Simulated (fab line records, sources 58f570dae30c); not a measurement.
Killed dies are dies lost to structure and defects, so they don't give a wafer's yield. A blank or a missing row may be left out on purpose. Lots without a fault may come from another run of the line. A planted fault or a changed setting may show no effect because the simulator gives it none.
A struck lot beside a sound one | flow berkeley_cmos170 | 16 steps out of a route of 331
Sound: wafers L857.3, L857.4, L857.5. Struck: wafers L849.1, L849.3, L849.5. The cause comes at the end.
At each step with rows: each side's tool, then ch and its chambers, then its first start. Under that, the readings that differ: sound wafers | struck wafers | difference of the means | sigmas: that difference in standard deviations of wafers without a fault.
alike: readings whose means differ by less than 2 such deviations, and words and numbers that are the same on both sides. not compared: withheld readings, readings that some wafer has no value for, bounds like >300 that may hide the same value, and numbers for which the record gives no deviation and whose values overlap.
The two part at a step that has a row with sigmas, a row that says differs or no value, or rows on one side only. Numbers that don't overlap but have no deviation are shown without sigmas and don't part them. A reading that every wafer of one side lacks parts them only if that side has two wafers or more.

first, 2 steps without rows for these wafers: UCB170_GATE_ANNEAL_03 (time 1800 s); UCB170_GATE_CVD_04 (deposits poly-Si from SiH4, time 1440 s, target thk 214 nm).
UCB170_GATE_THK_MEAS_05:
  sound on film_metro-03, day 9 17:03; struck on film_metro-03, day 8 04:12
  alike: GATE_POLY_THK
then, 6 steps without rows for these wafers: UCB170_GATE_COAT_06; UCB170_GATE_COAT_07 (resist thk 900 nm); UCB170_GATE_SOFTBAKE_08 (time 60 s); UCB170_GATE_EXPOSE_09 (exposes mask POLY, target cd 350 nm); UCB170_GATE_PEB_10; UCB170_GATE_DEVELOP_11 (develop time 45 s).
UCB170_GATE_CD_MEAS_12: target cd 350 nm.
  sound on cd_sem-01, day 9 18:46; struck on cd_sem-01, day 8 05:49
  alike: cd_nm
UCB170_GATE_OVL_MEAS_13:
  sound on overlay-02, day 9 18:52; struck on overlay-02, day 8 05:56
  alike: GATE_OVL
UCB170_GATE_ETCH_14: etches BARC in N2/H2.
  sound on rie_diel-02 ch 0,1,2, day 9 18:53; struck on rie_diel-01 ch 1,2, day 8 05:59
  alike: bias_w, chamber_pressure_mTorr, drypump_motor_current_A, oes_product_au, rf_fwd_power_W, throttle_valve_pct
UCB170_GATE_ETCH_15: etches poly-Si in HBr/Cl2, stops on SiO2, time 56.3 s, target depth 278.2 nm.
  sound on rie_si-01 ch 0,1,3, day 9 18:56; struck on rie_si-01 ch 1,2,3, day 8 06:01
  no value came back on the struck wafers for any of 6 readings (HBr_flow_sccm (sccm), bias_w (W) and others); on the sound wafers HBr_flow_sccm (sccm) reads 149.8 150.1 150.3
  reading                               | sound             | struck          | difference | sigmas
  model.KrF_of_GATE_COAT_07.thk_nm (nm) | 776.4 777.5 773.4 | 889.4 890 889.3 | +113.8     |
  not compared: rf_hours_counter_h
UCB170_GATE_STRIP_16: strips in O2.
  sound on plasma_asher-02 ch 0,1, day 9 19:01; struck on plasma_asher-03 ch 0,1, day 8 06:04
  alike: drypump_motor_current_A, oes_product_au
  not compared: rf_hours_counter_h
UCB170_GATE_CD_MEAS_90: target cd 350 nm.
  sound on cd_sem-01, day 9 19:07; struck on cd_sem-01, day 8 06:10
  reading    | sound             | struck | difference                    | sigmas
  cd_nm (nm) | 350.8 349.1 350.3 | - - -  | no value on the struck wafers |
then, 1 step without rows for these wafers: UCB170_GATE_CLEAN_17 (cleans in SPM, time 600 s).

WHERE THEY PART
First at UCB170_GATE_ETCH_15; last, within this record, at UCB170_GATE_CD_MEAS_90.

WHY: what the simulator had put in
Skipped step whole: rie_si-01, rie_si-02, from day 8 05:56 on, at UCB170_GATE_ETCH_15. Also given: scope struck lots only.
